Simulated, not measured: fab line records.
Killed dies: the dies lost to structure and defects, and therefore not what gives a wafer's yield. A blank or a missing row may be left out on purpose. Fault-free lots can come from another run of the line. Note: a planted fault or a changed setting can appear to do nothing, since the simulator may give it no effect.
Commonality check across tools	flow ritCmos	Sampled: 14 lots, 42 wafers

WHAT PROMPTED THE OPENING
At RIT_NWELL_TW_MEAS_10 the reading NWELL_TW is flagged on 2 of 14 lots. Fault-free wafers read 2136, with a standard deviation of 13.
Rule: a lot is flagged when every wafer of it that has a number lies more than 4 standard deviations from that mean, or none has a number. The other lots count as sound.

lot	measured	on	NWELL_TW, wafer by wafer	flag
L936	day 1 21:30	filmMetro-03	2133 2140 2127	
L937	day 2 01:52	filmMetro-04	2140 2150 2145	
L938	day 2 06:59	filmMetro-03	2116 2122 2114	
L939	day 2 12:25	filmMetro-04	2129 2137 2138	
L940	day 2 17:41	filmMetro-03	2123 2114 2119	
L941	day 2 21:59	filmMetro-01	2132 2131 2160	
L942	day 3 02:59	filmMetro-01	2134 2144 2143	
L946	day 4 00:43	filmMetro-03	2118 2121 2115	
L947	day 4 05:31	filmMetro-01	2475 2463 2468	FLAGGED
L949	day 4 17:26	filmMetro-04	2487 2489 2472	FLAGGED
L951	day 5 02:42	filmMetro-04	2140 2149 2139	
L952	day 5 11:06	filmMetro-01	2134 2130 2125	
L954	day 5 17:39	filmMetro-04	2145 2154 2154	
L958	day 6 15:25	filmMetro-04	2157 2137 2138	
Average over the flagged lots: 2476; offset from the usual +340, equal to +26 standard deviations.

EACH LOT AND THE TOOL IT RAN ON
Before the reading, the record contains 2 process steps out of a 202-step route. Read each cell as the tool, then ch plus the chambers that the sampled wafers visited, then the start.
lot	flag	RIT_ACTIVE_STRIP_14	RIT_NWELL_IMPLANT_08
L936		plasmaAsher-04 ch 0,1, day 1 14:57	implanter-04 ch 0, day 1 21:13
L937		plasmaAsher-03 ch 0,1, day 1 19:58	implanter-04 ch 0, day 2 01:34
L938		plasmaAsher-03 ch 0,1, day 2 00:58	implanter-04 ch 0, day 2 06:40
L939		plasmaAsher-03 ch 0,1, day 2 05:50	implanter-03 ch 0, day 2 12:06
L940		plasmaAsher-03 ch 0,1, day 2 10:59	implanter-02 ch 0, day 2 17:23
L941		plasmaAsher-03 ch 0,1, day 2 15:58	implanter-04 ch 0, day 2 21:40
L942		plasmaAsher-01 ch 0,1, day 2 20:58	implanter-02 ch 0, day 3 02:40
L946		plasmaAsher-04 ch 0,1, day 3 18:01	implanter-03 ch 0, day 4 00:22
L947	FLAGGED	plasmaAsher-04 ch 0,1, day 3 22:10	implanter-03 ch 0, day 4 05:12
L949	FLAGGED	plasmaAsher-04 ch 0,1, day 4 07:50	implanter-03 ch 0, day 4 17:08
L951		plasmaAsher-01 ch 1, day 4 17:52	implanter-04 ch 0, day 5 02:23
L952		plasmaAsher-04 ch 0,1, day 5 00:19	implanter-02 ch 0, day 5 10:47
L954		plasmaAsher-01 ch 0,1, day 5 10:01	implanter-02 ch 0, day 5 17:20
L958		plasmaAsher-03 ch 0,1, day 6 06:54	implanter-02 ch 0, day 6 15:07
What the steps here do:
- RIT_ACTIVE_STRIP_14: strips in O2, time 180 s.
- RIT_NWELL_IMPLANT_08
- RIT_NWELL_TW_MEAS_10

FLAGGED OVER TOTAL, TOOL BY TOOL (the gauges that took the reading come last)
step	tool	lots run	flagged	share of the flagged lots	sound lots run after its first flagged lot
RIT_ACTIVE_STRIP_14	plasmaAsher-01	3	0	none	-
RIT_ACTIVE_STRIP_14	plasmaAsher-03	6	0	none	-
RIT_ACTIVE_STRIP_14	plasmaAsher-04	5	2	all	1 (L952)
RIT_NWELL_IMPLANT_08	implanter-02	5	0	none	-
RIT_NWELL_IMPLANT_08	implanter-03	4	2	all	0
RIT_NWELL_IMPLANT_08	implanter-04	5	0	none	-
RIT_NWELL_TW_MEAS_10	filmMetro-01	4	1	some	1 (L952)
RIT_NWELL_TW_MEAS_10	filmMetro-03	4	0	none	-
RIT_NWELL_TW_MEAS_10	filmMetro-04	6	1	some	3 (L951,L954,L958)

WHAT THE TABLE PERMITS
Table rows that saw every flagged lot: 2, namely plasmaAsher-04 at RIT_ACTIVE_STRIP_14 and implanter-03 at RIT_NWELL_IMPLANT_08.
- plasmaAsher-04 at RIT_ACTIVE_STRIP_14 ran 5 lots, 2 of them flagged. Sound lots ran on it after the first flagged one (L952), which a lasting fault on the whole tool wouldn't allow.
- implanter-03 at RIT_NWELL_IMPLANT_08 ran 4 lots, 2 of them flagged. It ran its last sound lot, L946, at day 4 00:22 and its first flagged lot, L947, at day 4 05:12: a fault with its onset between the two fits. Its own readings lie more than 4 standard deviations out on every wafer of the flagged lots: doseIonsCm2, faradayCurrentUA.
One tool is left: implanter-03 at RIT_NWELL_IMPLANT_08.

WHAT THE SIMULATOR PUT IN
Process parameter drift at RIT_NWELL_IMPLANT_08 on implanter-03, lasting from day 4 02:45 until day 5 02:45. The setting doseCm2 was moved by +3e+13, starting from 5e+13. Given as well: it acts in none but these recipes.
Struck lots among those shown: L947, L949. The rule above reached the same finding.
